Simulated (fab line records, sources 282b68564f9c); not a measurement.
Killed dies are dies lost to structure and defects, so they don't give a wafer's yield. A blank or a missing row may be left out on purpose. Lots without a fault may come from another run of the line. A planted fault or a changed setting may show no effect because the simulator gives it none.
fab line records | flow rit_cmos
record lots=13 wafers=39 last_day=7
route steps=202 shown PRETRO@73
lots that met no fault: from a run of the same line without faults
start_h: hours from the record's first day to the start of the lot's first wafer shown | wait_h: hours since the lot's step before | " the same as in the row above | L1.1+2: a row that stands for several wafers | - no value, or no start given | * or withheld: withheld | < > ~ a bound
route shown NAME@n: a module of which the file shows steps, and the number in the route of the first | usual: mean/standard deviation of fault-free wafers | same: alike in all rows | chamber/n: place in a boat | sites: the reading at each site | _std_site: their standard deviation | _edge_site: outer sites' mean less inner sites' | radius_mm: how far each site lies from the wafer's centre | mask NAME#n: copy n | behind: the tool/chamber that last shaped the wafer | hold: why the lot was held/for how many hours/how that ended | device: the transistor (n, p or np) that didn't switch | end of line: the same wafers' tests at the end of the route | a step without rows: its recipe alone | killed: dies lost to structure and defects at the first sort, not the wafer's yield | map: a wafer's dies, x killed, . not, _ none there
set.NAME: the setting as run; set.NAME@STEP: as run at that earlier step | model.NAME: the simulator's own value behind a step, which no gauge read
steps of the route over a sample of lots; a table a step, a row a wafer
services: from which hour (start_h, from the record's first day; less than 0 if before it) a tool's chamber was out of use, for how many hours, and why
## steps
# step RIT_PRETRO_STRIP_09
# recipe chemistry=O2 time_s=180 resist=NOVOLAK platen_temp_c=withheld power_w=500 pressure_mtorr=4000 o2_flow_sccm=4000
# usual chamber_pressure_mTorr=4000/3.2 drypump_motor_current_A=5.7/0.42 rf_refl_power_W=7.8/1.6 run_length_s=208.4/0.41
# columns lot.wafer tool chamber start_h wait_h chamber_pressure_mTorr drypump_motor_current_A rf_hours_counter_h rf_refl_power_W run_length_s
L740.2 plasma_asher-02 1 32.75 0.1 4006 5.5 38 8.6 209.5
L740.3 " 1 " " 4004 5.5 - 8.9 209.4
L740.6 " 1 " " 4004 5.5 - 8.8 209.1
L741.3 plasma_asher-03 1 36.33 0.1 4002 5.5 - 6.3 208.4
L741.5 " 1 " " 4003 5.6 - 6.3 208.7
L741.6 " 0 " " 4004 6.3 - 10.3 208.2
L742.2 plasma_asher-03 1 42.08 0.1 4001 5.5 26 6.4 208.4
L742.3 " 1 " " 3995 5.5 - 6.3 208.3
L742.5 " 1 " " 4004 5.5 - 6.1 208.5
L743.2 plasma_asher-03 0 47.48 0.1 4004 6.3 27 10.1 208.3
L743.3 " 1 " " 4003 5.6 - 5.8 208.5
L743.5 " 1 " " 4005 5.5 - 6.3 208.6
L744.1 plasma_asher-03 0 52.48 0.1 4003 6.3 28 9.6 208.8
L744.2 " 1 " " 3996 5.5 28 6.1 209.1
L744.5 " 0 " " 4002 6.3 - 9.6 208.2
L745.1 plasma_asher-03 0 56.79 0.1 3998 6.3 29 9.7 208.8
L745.5 " 1 " " 4003 5.5 - 6.1 208.6
L745.6 " 0 " " 3993 6.3 - 10.1 208.5
L747.4 plasma_asher-03 1 67.05 0.1 3997 5.5 - 6.2 208.2
L747.5 " 1 " " 4004 5.5 - 6.2 208.6
L747.6 " 0 " " 3997 6.3 - 10.1 208.3
L748.2 plasma_asher-03 0 71.16 0.1 4002 6.3 30 10.1 208.2
L748.5 " 0 " " 3998 6.3 - 10.1 208.4
L748.6 " 1 " " 4001 5.6 - 6.1 208.3
L753.2 plasma_asher-03 0 96.69 0.1 4001 6.3 33 10.0 27.0
L753.3 " 0 " " 4000 6.3 - 9.6 27.9
L753.5 " 0 " " 4001 6.3 - 9.9 27.2
L755.2 plasma_asher-02 1 106.27 0.1 4003 5.5 47 9.0 208.9
L755.3 " 1 " " 3999 5.5 - 9.0 209.1
L755.5 " 1 " " 3997 5.5 - 8.8 208.8
L760.1 plasma_asher-02 1 131.80 0.1 4001 5.5 2 8.9 208.9
L760.4 " 0 " " 4003 5.2 - 6.1 207.7
L760.5 " 1 " " 4004 5.5 - 9.2 209.1
L761.1 plasma_asher-02 1 136.85 0.1 4001 5.5 2 8.7 208.8
L761.4 " 0 " " 4005 5.2 - 6.0 208.2
L761.5 " 0 " " 4006 5.2 - 6.4 208.3
L762.1 plasma_asher-02 1 141.82 0.1 4004 5.5 3 8.8 208.9
L762.3 " 0 " " 4002 5.2 - 6.5 207.6
L762.6 " 0 " " 4000 5.2 - 6.4 207.7
## services
# columns tool chamber start_h hours kind
plasma_asher-02 - 69.46 7.5 repair
plasma_asher-03 - 93.85 2.8 pm
plasma_asher-02 - 108.75 9.0 pm
plasma_asher-02 0 108.75 9.0 vent_cycle
plasma_asher-02 1 108.75 9.0 vent_cycle
plasma_asher-02 0 117.75 - clean
plasma_asher-02 1 117.75 - clean
## key
first_sign step=RIT_PRETRO_STRIP_09 reading=run_length_s direction=down sigmas=99+ usual=* struck=*
effect none on later readings
met_at RIT_PRETRO_STRIP_09
struck_lots L753
later_rows_left_out L753.2,L753.3,L753.5
sort_left_out L753.2,L753.3,L753.5
tester_left_out L753
onset_between 71.16 96.69
fault kind=strip_aborted tool=plasma_asher-03 chamber=- onset_h=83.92 steps=RIT_PRETRO_STRIP_09 offset=0.85 end_h=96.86
# tester_left_out: of these lots the tester's yield and bins aren't shown, on N5 and GAA mostly nor the transistor test; their killed dies are dies lost to structure and defects alone, not to doping, threshold or leakage, so they don't give the yield
# sort_left_out: the simulated sort isn't trusted on such a fault, so these wafers' sort isn't shown, and their yield isn't known
# later_rows_left_out: the simulator's readings of these wafers behind a module that went badly wrong aren't trusted and aren't shown, but for the sort
